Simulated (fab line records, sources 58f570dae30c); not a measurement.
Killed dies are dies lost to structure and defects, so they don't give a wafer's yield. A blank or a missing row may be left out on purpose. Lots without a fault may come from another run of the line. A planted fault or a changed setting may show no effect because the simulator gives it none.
fab line records | flow berkeley_cmos170
record lots=6 wafers=18 last_day=13
route steps=331 shown START@1 ZERO@6
lots that met no fault: from a run of the same line without faults
start_h: hours from the record's first day to the start of the lot's first wafer shown | wait_h: hours since the lot's step before | " the same as in the row above | L1.1+2: a row that stands for several wafers | - no value, or no start given | * or withheld: withheld | < > ~ a bound
route shown NAME@n: a module of which the file shows steps, and the number in the route of the first | usual: mean/standard deviation of fault-free wafers | same: alike in all rows | chamber/n: place in a boat | sites: the reading at each site | _std_site: their standard deviation | _edge_site: outer sites' mean less inner sites' | radius_mm: how far each site lies from the wafer's centre | mask NAME#n: copy n | behind: the tool/chamber that last shaped the wafer | hold: why the lot was held/for how many hours/how that ended | device: the transistor (n, p or np) that didn't switch | end of line: the same wafers' tests at the end of the route | a step without rows: its recipe alone | killed: dies lost to structure and defects at the first sort, not the wafer's yield | map: a wafer's dies, x killed, . not, _ none there
set.NAME: the setting as run; set.NAME@STEP: as run at that earlier step | model.NAME: the simulator's own value behind a step, which no gauge read
lots at some steps of the route; a table a step, a row a wafer
services: from which hour (start_h, from the record's first day; less than 0 if before it) a tool's chamber was out of use, for how many hours, and why
## steps
# step UCB170_START_BOW_MEAS_00
# recipe mode=bow
# usual INCOMING_BOW=0/6.8
# columns lot.wafer tool chamber start_h wait_h INCOMING_BOW[um]
L812.1 film_metro-03 - 30.00 - -1
L812.2 " - " " 6
L812.6 " - " " -10
L824.2 film_metro-02 - 90.02 - -2
L824.3 " - " " 5
L824.5 " - " " 6
L828.2 film_metro-02 - 110.02 - 21
L828.3 " - " " 10
L828.6 " - " " 2
L829.1 film_metro-02 - 115.00 - -7
L829.4 " - " " 1
L829.6 " - " " 4
L830.1 film_metro-04 - 120.00 - -2
L830.2 " - " " 2
L830.6 " - " " -12
L831.3 film_metro-03 - 125.04 - -5
L831.5 " - " " -3
L831.6 " - " " 7
# step UCB170_START_CLEAN_01
# recipe chemistry=dHF dilution=25:1 time_s=60
# step UCB170_START_OXIDATION_02
# recipe temp_c=950 ambient=O2 target_thk_a=200 ox_time_s=1800
# step UCB170_START_THK_MEAS_03
# recipe reads=SiO2_of_START_OXIDATION_02
# usual START_OXIDE_THK=20.1/0.34
# columns lot.wafer tool chamber start_h wait_h START_OXIDE_THK[nm]
L812.1 film_metro-02 - 36.34 0.0 20.4
L812.2 " - " " 20.7
L812.6 " - " " 20.4
L824.2 film_metro-04 - 97.41 0.0 20.7
L824.3 " - " " 20.4
L824.5 " - " " 20.5
L829.1 film_metro-03 - 117.76 0.0 19.8
L829.4 " - " " 19.6
L829.6 " - " " 19.9
L828.2 film_metro-02 - 117.77 0.0 20.3
L828.3 " - " " 20.4
L828.6 " - " " 20.6
L830.1 film_metro-02 - 124.94 0.0 20.2
L830.2 " - " " 20.0
L830.6 " - " " 20.2
L831.3 film_metro-02 - 129.03 0.0 20.3
L831.5 " - " " 20.2
L831.6 " - " " 20.3
# step UCB170_START_ANNEAL_04
# recipe temp_c=950 time_s=1200 ambient=N2
# step UCB170_ZERO_HMDS_00
# recipe prime_time_s=60 prime_temp_c=100
# step UCB170_ZERO_COAT_01
# recipe resist=KrF spin_rpm=1500 resist_thk_nm=900
# step UCB170_ZERO_SOFTBAKE_02
# recipe resist=KrF temp_c=130 time_s=60
# step UCB170_ZERO_EXPOSE_03
# recipe mask_id=PM_MARKS na=0.5 sigma_outer=0.6 source_shape=conventional target_cd_nm=4000 dose_mj=30
# usual exposure_dose_mJ_cm2=30.003/0.027 focus_offset_nm=0.1/0.5
# columns lot.wafer tool chamber start_h wait_h mask exposure_dose_mJ_cm2 focus_offset_nm
L812.1 krf_scanner-02 0 44.25 0.2 PM_MARKS#0 30.036 0.1
L812.2 " 0 " " PM_MARKS#0 30.048 0.5
L812.6 " 0 " " PM_MARKS#0 30.069 0.4
L824.2 krf_scanner-02 0 106.45 0.2 PM_MARKS#0 30.032 -0.1
L824.3 " 0 " " PM_MARKS#0 29.969 -0.6
L824.5 " 0 " " PM_MARKS#0 30.003 0.0
L829.1 krf_scanner-02 - 124.26 0.1 PM_MARKS#0 - -
L829.4 " - " " PM_MARKS#0 - -
L829.6 " - " " PM_MARKS#0 - -
L828.2 krf_scanner-01 - 124.52 0.3 PM_MARKS#0 - -
L828.3 " - " " PM_MARKS#0 - -
L828.6 " - " " PM_MARKS#0 - -
L830.1 krf_scanner-01 0 129.06 0.1 PM_MARKS#0 29.999 0.1
L830.2 " 0 " " PM_MARKS#0 30.004 0.3
L830.6 " 0 " " PM_MARKS#0 29.995 -0.3
L831.3 krf_scanner-02 0 134.65 0.2 PM_MARKS#0 30.009 0.1
L831.5 " 0 " " PM_MARKS#0 30.008 1.0
L831.6 " 0 " " PM_MARKS#0 29.995 0.5
# step UCB170_ZERO_PEB_04
# recipe peb_temp_c=130 peb_time_s=withheld resist=KrF
# step UCB170_ZERO_DEVELOP_05
# recipe developer=TMAH develop_time_s=45 resist=KrF dev_temp_c=20.56
# step UCB170_ZERO_ETCH_06
# recipe chemistry=CHF3/CF4/Ar target=SiO2 time_s=12 pressure_mtorr=100 rf_w=500 CHF3_flow_sccm=50 cf4_flow_sccm=10 Ar_flow_sccm=120 over_etch_frac=1.58
# usual drypump_motor_current_A=5.8/0.43 oes_product_au=0.617/0.01 throttle_valve_pct=9.20/0.16
# columns lot.wafer tool chamber start_h wait_h drypump_motor_current_A oes_product_au rf_hours_counter_h throttle_valve_pct
L812.1 rie_diel-02 3 44.64 - 6.1 0.607 10 9.41
L812.2 " 2 " " 6.1 0.617 36 9.26
L812.6 " 1 " " 6.3 0.609 - 9.04
L824.2 rie_diel-04 3 106.83 - 5.7 0.610 3 9.23
L824.3 " 0 " " 5.8 0.624 137 9.15
L824.5 " 0 " " 5.8 0.635 - 9.15
L829.1 rie_diel-03 2 124.98 - 4.8 0.378 5 9.04
L829.4 " 3 " " 5.2 0.366 123 9.32
L829.6 " 0 " " 5.3 0.389 - 8.89
L828.2 rie_diel-04 1 125.08 - 6.2 0.368 24 9.24
L828.3 " 0 " " 5.8 0.374 138 9.13
L828.6 " 3 " " 5.8 0.376 - 9.22
L830.1 rie_diel-02 3 129.45 - 6.1 0.619 14 9.42
L830.2 " 1 " " 6.2 0.616 3 9.05
L830.6 " 0 " " 6.4 0.599 - 9.20
L831.3 rie_diel-02 0 135.00 - 6.4 0.602 36 9.18
L831.5 " 3 " " 6.1 0.602 - 9.41
L831.6 " 2 " " 6.1 0.622 - 9.28
# step UCB170_ZERO_STRIP_07
# recipe chemistry=O2 power_w=400 pressure_mtorr=3500 platen_temp_c=withheld o2_flow_sccm=400 overash_fraction=0.5
# usual drypump_motor_current_A=5.6/0.61 oes_product_au=0.727/0.0044 strip_time_to_endpoint_s=21.50/0.057
# columns lot.wafer tool chamber start_h wait_h drypump_motor_current_A oes_product_au rf_hours_counter_h strip_time_to_endpoint_s
L812.1 plasma_asher-02 0 44.66 0.0 4.7 0.733 30 21.52
L812.2 " 1 " " 6.2 0.729 30 21.50
L812.6 " 1 " " 6.3 0.732 - 21.50
L824.2 plasma_asher-02 0 106.85 0.0 4.7 0.724 37 21.53
L824.3 " 1 " " 6.3 0.721 - 21.55
L824.5 " 1 " " 6.3 0.728 - 21.53
L829.1 plasma_asher-02 1 125.01 0.0 6.3 0.726 39 21.57
L829.4 " 1 " " 6.3 0.725 - 21.55
L829.6 " 1 " " 6.3 0.725 - 21.55
L828.2 plasma_asher-03 0 125.10 0.0 5.6 0.731 34 21.56
L828.3 " 1 " " 6.4 0.728 - 21.58
L828.6 " 0 " " 5.7 0.722 - 21.47
L830.1 plasma_asher-04 1 129.47 0.0 5.3 0.739 2 21.50
L830.2 " 0 " " 6.0 0.722 2 21.48
L830.6 " 1 " " 5.3 0.730 - 21.50
L831.3 plasma_asher-02 1 135.06 0.0 6.3 0.727 - 21.48
L831.5 " 1 " " 6.3 0.730 - 21.46
L831.6 " 0 " " 4.7 0.732 - 21.47
## services
# columns tool chamber start_h hours kind
krf_scanner-01 - 20.59 4.3 repair
krf_scanner-02 - 24.93 0.8 pm
rie_diel-03 - 28.27 0.6 repair
plasma_asher-02 - 29.58 1.5 repair
krf_scanner-01 - 32.23 1.7 repair
krf_scanner-02 - 36.45 1.0 pm
rie_diel-04 1 41.01 2.6 repair
plasma_asher-02 - 46.45 3.5 repair
plasma_asher-03 - 47.82 28.1 pm
krf_scanner-02 - 56.81 4.0 pm
rie_diel-02 1 64.90 - clean
rie_diel-02 1 64.90 17.3 scheduled_down
rie_diel-02 1 64.90 17.3 vent_cycle
krf_scanner-01 0 68.91 - calibration
rie_diel-02 3 75.11 7.0 repair
rie_diel-04 2 81.43 3.5 repair
krf_scanner-01 - 83.87 0.8 pm
plasma_asher-04 - 96.63 1.1 repair
krf_scanner-01 - 103.31 21.0 pm
plasma_asher-03 - 106.66 2.8 pm
plasma_asher-04 - 108.75 9.0 pm
krf_scanner-02 0 114.65 - calibration
krf_scanner-02 - 128.14 1.3 pm
krf_scanner-01 - 130.60 1.3 pm
## key
first_sign step=UCB170_ZERO_EXPOSE_03 reading=tool_record direction=missing
effect step=UCB170_ZERO_ETCH_06 reading=oes_product_au direction=down sigmas=23 usual=0.617 struck=0.375
met_at UCB170_ZERO_EXPOSE_03
struck_wafers L828.2,L828.3,L828.6,L829.1,L829.4,L829.6
later_rows_left_out L828.2,L828.3,L828.6,L829.1,L829.4,L829.6
sort_left_out L828.2,L828.3,L828.6,L829.1,L829.4,L829.6
tester_left_out L828,L829
onset_between 106.45 124.26
fault kind=skipped_step_whole tool=krf_scanner-01,krf_scanner-02 chamber=- onset_h=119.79 steps=UCB170_ZERO_EXPOSE_03 scope=struck_lots_only
# tester_left_out: of these lots the tester's yield and bins aren't shown, on N5 and GAA mostly nor the transistor test; their killed dies are dies lost to structure and defects alone, not to doping, threshold or leakage, so they don't give the yield
# sort_left_out: the simulated sort isn't trusted on such a fault, so these wafers' sort isn't shown, and their yield isn't known
# later_rows_left_out: the simulator's readings of these wafers behind a module that went badly wrong aren't trusted and aren't shown, but for the sort
